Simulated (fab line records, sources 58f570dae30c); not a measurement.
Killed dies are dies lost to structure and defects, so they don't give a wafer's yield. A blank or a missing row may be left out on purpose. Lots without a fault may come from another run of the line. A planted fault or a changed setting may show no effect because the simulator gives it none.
One fault seen from 2 desks | flow berkeley_cmos170 | each desk has only its own numbers; what lay behind them comes last

THE METROLOGY DESK
What the gauges read, lot by lot, whatever tool the lot ran on: means of the sampled wafers that have a number. A lot is out of limits, marked OUT, if its mean lies more than 4 standard deviations from the usual mean; the brackets give that distance.
Columns: A = cd_nm at UCB170_CONTACT_CD_MEAS_15, usual 699.9 nm; B = CONTACT_OVL at UCB170_CONTACT_OVL_MEAS_16, usual 1 nm
lot  | first seen here | A     | B
L876 | day 7 01:17     | 699.4 | 2
L886 | day 9 00:49     | 697.7 | -1
L885 | day 9 01:22     | 700.5 | 4
L889 | day 9 20:17     | 698.1 | 1
L893 | day 10 22:42    | 701.2 | 2
L894 | day 10 23:01    | 700.4 | 6
This desk's finding: nothing out of limits on any of the 6 lots.

THE TOOL OWNER'S DESK: rie_diel-03
The tool's own readings at UCB170_CONTACT_ETCH_18 (etches PSG in CHF3/CF4/Ar, stops on TiSi2, target depth 840 nm, time 195 s): means of the sampled wafers that have a number, for each lot that ran on this tool. A lot is out of limits, marked OUT, if its mean lies more than 4 standard deviations from the usual mean; the brackets give that distance.
Columns: A = CHF3_flow_sccm at UCB170_CONTACT_ETCH_18, usual 45.00 sccm; B = drypump_motor_current_A at UCB170_CONTACT_ETCH_18, usual 5.7 A; C = oes_product_au at UCB170_CONTACT_ETCH_18, usual 0.898 a.u.; D = run_length_s at UCB170_CONTACT_ETCH_18, usual 223.3 s; E = throttle_valve_pct at UCB170_CONTACT_ETCH_18, usual 6.87 %
lot  | first seen here | A     | B   | C                | D               | E
L885 | day 9 01:00     | 45.09 | 5.6 | 0.998 (+8.3) OUT | 194.1 (-66) OUT | 6.86
L886 | day 9 01:00     | 44.97 | 5.4 | 1.001 (+8.6) OUT | 194.3 (-66) OUT | 6.96
This desk's finding: out of limits on L885, L886; first on L885, day 9 01:00 (oes_product_au at UCB170_CONTACT_ETCH_18). In limits: none.

PUT TOGETHER
The tool owner's desk could have raised an alarm at day 9 01:00, on L885, L886.
The metrology desk saw nothing out of limits.
The metrology desk has L885, L886 on record, within its limits.
Of the lots named, all ran UCB170_CONTACT_ETCH_18 on rie_diel-03.

WHAT THE SIMULATOR HAD PUT IN
Process parameter drift: rie_diel-03, from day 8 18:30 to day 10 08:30, at UCB170_CONTACT_ETCH_18. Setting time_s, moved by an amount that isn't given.
Lots struck among those shown: L885, L886.
Hours from the fault's start to each desk's first reading out of limits: the tool owner's desk, 6.
